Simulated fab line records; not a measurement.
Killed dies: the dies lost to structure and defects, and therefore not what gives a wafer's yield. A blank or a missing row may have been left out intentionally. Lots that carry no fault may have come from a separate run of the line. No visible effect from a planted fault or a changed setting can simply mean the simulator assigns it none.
Which of the tools did it?	flow berkeley-cmos170	15 lots, 45 wafers sampled, at 4 steps of a route of 331

== WHAT EACH GAUGE READ, for each wafer ==
UCB170_START_BOW_MEAS_00. Usual: INCOMING_BOW 0 um, standard deviation 6.3.
lot	measured	on	INCOMING_BOW (um)	flag
L294	day 1 10:00	film-metro-02	-2 2 5	
L295	day 1 15:01	film-metro-02	-11 -4 2	
L296	day 1 20:01	film-metro-04	-5 -3 8	
L298	day 2 06:00	film-metro-01	9 -8 -4	
L301	day 2 21:04	film-metro-04	2 -4 -4	
L302	day 3 02:00	film-metro-02	-3 2 10	
L303	day 3 07:01	film-metro-04	4 1 -6	
L309	day 4 13:01	film-metro-01	-2 -15 3	
L310	day 4 18:01	film-metro-02	-2 12 -1	
L311	day 4 23:00	film-metro-02	-6 1 1	
L313	day 5 09:01	film-metro-02	-4 3 0	
L314	day 5 14:01	film-metro-02	4 -3 1	
L315	day 5 19:01	film-metro-04	2 7 5	
L316	day 6 00:01	film-metro-04	4 -11 -10	
L317	day 6 05:00	film-metro-04	5 7 7	

UCB170_PFIELD_OVL_MEAS_06. Usual: PFIELD_OVL 1 nm, standard deviation 5.7.
lot	measured	on	PFIELD_OVL (nm)	flag
L294	day 4 16:05	overlay-01	-2 3 0	
L295	day 4 16:08	overlay-02	-9 -4 -12	
L296	day 5 04:00	overlay-01	1 7 5	
L298	day 5 15:21	overlay-01	7 -1 -3	
L301	day 5 21:32	overlay-02	8 8 -3	
L302	day 6 08:20	overlay-02	8 8 4	
L303	day 6 07:47	overlay-01	-2 -5 -7	
L313	day 9 07:46	overlay-02	7 4 5	
L314	day 9 15:43	overlay-01	-1 -2 -6	
L315	day 10 01:03	overlay-01	-6 -2 -6	
L316	day 10 00:48	overlay-01	8 -1 5	
L317	day 10 00:59	overlay-02	5 8 4	

== WHICH TOOL RAN EACH LOT (tool, then ch and the chambers of the sampled wafers, then the start) ==
lot	UCB170_ZERO_PEB_04	UCB170_NWELL_STRIP_15
L294	litho-track-04 ch 0, day 1 23:00	plasma-asher-02 ch 0,1, day 2 11:38
L295	litho-track-01 ch 0, day 1 23:00	plasma-asher-03 ch 1, day 2 11:53
L296	litho-track-03 ch 0, day 2 03:46	plasma-asher-03 ch 0, day 2 20:19
L298	litho-track-04 ch 0, day 2 18:19	plasma-asher-02 ch 0,1, day 3 10:41
L301	litho-track-03 ch 0, day 3 06:00	plasma-asher-04 ch 0,1, day 3 15:56
L302	litho-track-03 ch 0, day 3 10:47	plasma-asher-03 ch 0,1, day 4 02:35
L303	litho-track-04 ch 0, day 3 19:37	plasma-asher-04 ch 0,1, day 4 06:53
L309	litho-track-01, day 4 23:00	-
L310	litho-track-03, day 5 03:53	-
L311	litho-track-01, day 5 07:17	-
L313	litho-track-03 ch 0, day 5 19:37	plasma-asher-04 ch 0, day 6 11:46
L314	litho-track-01 ch 0, day 6 01:56	plasma-asher-04 ch 0, day 6 19:34
L315	litho-track-04 ch 0, day 6 06:15	plasma-asher-02 ch 0,1, day 6 19:51
L316	litho-track-03 ch 0, day 6 11:57	plasma-asher-04 ch 0,1, day 7 01:57
L317	litho-track-04 ch 0, day 6 17:23	plasma-asher-04 ch 0, day 7 11:08
- UCB170_ZERO_PEB_04
- UCB170_NWELL_STRIP_15: strips in O2.

== AS READ BY THE TOOLS THEMSELVES (means over the sampled wafers that have a number; for cases with no such wafer, the mark the record gives instead) ==
UCB170_ZERO_PEB_04. Usual: chill-plate-temp-C 22.99 C, standard deviation 0.1; exhaust-pa 45.1 Pa, standard deviation 0.81.
lot	tool	chill-plate-temp-C (C)	exhaust-pa (Pa)	flag
L294	litho-track-04	22.96	46.4	
L295	litho-track-01	23.02	44.4	
L296	litho-track-03	23.02	45.1	
L298	litho-track-04	22.99	44.0	
L301	litho-track-03	22.99	45.1	
L302	litho-track-03	23.09	43.9	
L303	litho-track-04	23.07	45.3	
L309	litho-track-01	-	-	OFF
L310	litho-track-03	-	-	OFF
L311	litho-track-01	-	-	OFF
L313	litho-track-03	22.95	45.4	
L314	litho-track-01	22.96	46.4	
L315	litho-track-04	23.09	45.0	
L316	litho-track-03	22.99	45.2	
L317	litho-track-04	22.96	45.5	

UCB170_NWELL_STRIP_15. Usual: drypump-motor-current-A 5.8 A, standard deviation 0.73; oes-product-au 0.721 a.u., standard deviation 0.0046; strip-time-to-endpoint-s 18.05 s, standard deviation 0.086.
lot	tool	drypump-motor-current-A (A)	oes-product-au (a.u.)	strip-time-to-endpoint-s (s)	flag
L294	plasma-asher-02	6.2	0.724	18.16	
L295	plasma-asher-03	4.8	0.719	18.08	
L296	plasma-asher-03	6.3	0.719	17.97	
L298	plasma-asher-02	6.0	0.725	18.06	
L301	plasma-asher-04	5.5	0.722	17.96	
L302	plasma-asher-03	5.3	0.723	18.10	
L303	plasma-asher-04	6.1	0.719	18.04	
L313	plasma-asher-04	5.0	0.720	17.95	
L314	plasma-asher-04	5.0	0.720	18.13	
L315	plasma-asher-02	5.9	0.722	18.04	
L316	plasma-asher-04	5.5	0.725	17.94	
L317	plasma-asher-04	5.0	0.721	18.19	

== THE ANSWER, worked out from the rows above alone ==
Rule: take the mean of a lot's wafers that have a number; if it is more than 3 standard deviations from the usual mean, the lot is off. Also off: a lot with no number at a reading for which 4 or more lots have one. Any other lot the step has rows for is counted as sound. Order of review: gauges by route order, followed by the tools' own readings, for which a lot's mean as printed above is used. At the first step where some lot is off, the reading lying furthest off is the one used; lots without a number count as furthest.
Off, at UCB170_ZERO_PEB_04 on chill-plate-temp-C: L309, L310, L311. Without a number there: L309, L310, L311.
If a tool, at that step or one of the process steps before it, ran each lot that is off and ran no sound lot following the first of them, it fits. Not one of the candidates tried fits.

== WHAT THE SIMULATOR HAD PUT IN ==
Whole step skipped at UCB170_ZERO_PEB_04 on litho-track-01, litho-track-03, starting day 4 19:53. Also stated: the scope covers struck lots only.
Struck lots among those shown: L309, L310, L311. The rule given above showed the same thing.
